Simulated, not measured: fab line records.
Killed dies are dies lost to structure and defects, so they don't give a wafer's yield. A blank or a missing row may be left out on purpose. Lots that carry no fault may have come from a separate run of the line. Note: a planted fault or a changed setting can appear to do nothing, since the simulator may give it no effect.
Struck lot and sound lot, side by side + flow rit cmos + 19 out of 202 route steps
Sound: the wafers L206.4, L206.5, L206.6. Wafers struck: L215.1, L215.3, L215.6. Last of all comes the cause.
Order at every step that has rows: each side's tool, ch and its chambers, its first start. Under that, the readings that differ: sound wafers + struck wafers + difference of the means + sigmas: that difference in standard deviations of wafers without a fault.
alike: words and numbers the same on both sides, and readings whose means are apart by under 2 such deviations; not compared: readings that were withheld, readings missing a value for some wafer, numbers with overlapping values and no deviation given by the record, and bounds like >300 which may hide the same value.
A row with sigmas, a row that says differs or no value, or rows on one side alone: a step with any of these is where the two part. Numbers that have no deviation but don't overlap get no sigmas and don't part them. A reading that every wafer of one side lacks parts them only if that side has two wafers or more.

first, 1 step without rows for these wafers: RIT_SILICIDE_WET_ETCH_00 (etches SiO2 in BOE, target depth 14 nm, time 15 s).
RIT_SILICIDE_SPUTTER_01: material Ti, target thk 30 nm, time 240 s.
  sound: pvd sputter-02 at day 4 12:50; struck: pvd sputter-03 at day 6 10:58
  alike: throttle valve pct
RIT_SILICIDE_RS_MEAS_02: uses a four-point probe to measure.
  sound: film metro-04 at day 4 13:02; struck: film metro-04 at day 6 11:07
  alike: SILICIDE_TI_RS
RIT_SILICIDE_THK_MEAS_03: measures by xrf.
  sound: film metro-04 at day 4 13:08; struck: film metro-04 at day 6 11:14
  alike: SILICIDE_TI_THK
RIT_SILICIDE_RTA_04: time 10 s, ramp up 5 s, ramp down 5 s.
  sound on rtp anneal-02 ch 0, day 4 13:11; struck on rtp anneal-01 ch 0, day 6 11:18
  alike: chamber o2 ppm, wafer_temp_C_max
then, 1 step without rows for these wafers: RIT_SILICIDE_WET_ETCH_05 (etches Ti in SPM, time 120 s).
RIT_SILICIDE_RTA_06: time 10 s, ramp up 5 s, ramp down 10 s.
  sound on rtp anneal-01 ch 0, day 4 13:18; struck on rtp anneal-02 ch 0, day 6 11:25
  alike: chamber o2 ppm, wafer_temp_C_max
RIT_CONTACT_CVD_00: deposits SiO2 from TEOS, target thk 400 nm, time 60.06 s.
  sound on pecvd-02 ch 0,1,2, day 4 13:22; struck on pecvd-02 ch 1,2, day 6 11:28
  alike: heater power w
  not compared: since wet clean h
RIT_CONTACT_THK_MEAS_01:
  sound: film metro-02 at day 4 13:25; struck: film metro-03 at day 6 11:31
  alike: CONTACT_TEOS_THK
then, 3 steps without rows for these wafers: RIT_CONTACT_HMDS_02 (prime time 60 s); RIT_CONTACT_COAT_03 (resist thk 1000 nm); RIT_CONTACT_SOFTBAKE_04 (time 60 s).
RIT_CONTACT_EXPOSE_05: exposes mask M11, target cd 1000 nm.
  sound on iline stepper-02 ch 0, day 4 14:05; struck on iline stepper-01 ch 0, day 6 12:10
| reading                         | sound                      | struck            | difference | sigmas |
|---------------------------------|----------------------------|-------------------|------------|--------|
| model.CONTACT.overlay x nm (nm) | -0.09699 -0.09699 -0.09699 | 172.3 172.3 172.3 | +172.4     |        |
  alike: mask
then, 2 steps without rows for these wafers: RIT_CONTACT_PEB_06; RIT_CONTACT_DEVELOP_07 (develop time 120 s).
RIT_CONTACT_CD_MEAS_08 targets a cd of 1000 nm.
  sound: cd sem-02 at day 4 14:36; struck: cd sem-02 at day 6 12:41
  alike: cd nm
RIT_CONTACT_OVL_MEAS_09:
  sound: overlay-01 at day 4 14:40; struck: overlay-02 at day 6 12:48
| reading          | sound         | struck            | difference | sigmas      |
|------------------|---------------|-------------------|------------|-------------|
| CONTACT_OVL (nm) | -1.4 -1.0 0.9 | 171.1 172.7 172.6 | +172.6     | +99 or more |
then, 1 step without rows for these wafers: RIT_CONTACT_HARDBAKE_10 (time 60 s).
RIT_M1_PROBE_99:
  sound: prober-01 at day 4 20:07; struck: prober-01 at day 6 17:58
| reading                                   | sound             | struck          | difference | sigmas |
|-------------------------------------------|-------------------|-----------------|------------|--------|
| model.etest.contact to gate.bv left v (V) | 91.89 89.38 91.25 | 177 181.1 176.8 | +87        |        |
  alike: killed at contacts, killed at front end, killed dies, killed open, killed short
  not compared: model.etest.contact to gate.bv right v

WHERE THEY PART
Only at RIT_CONTACT_OVL_MEAS_09, as far as this record shows. Later steps at which nothing parts them and some readings are alike: RIT_M1_PROBE_99.

WHY: what the simulator had put in
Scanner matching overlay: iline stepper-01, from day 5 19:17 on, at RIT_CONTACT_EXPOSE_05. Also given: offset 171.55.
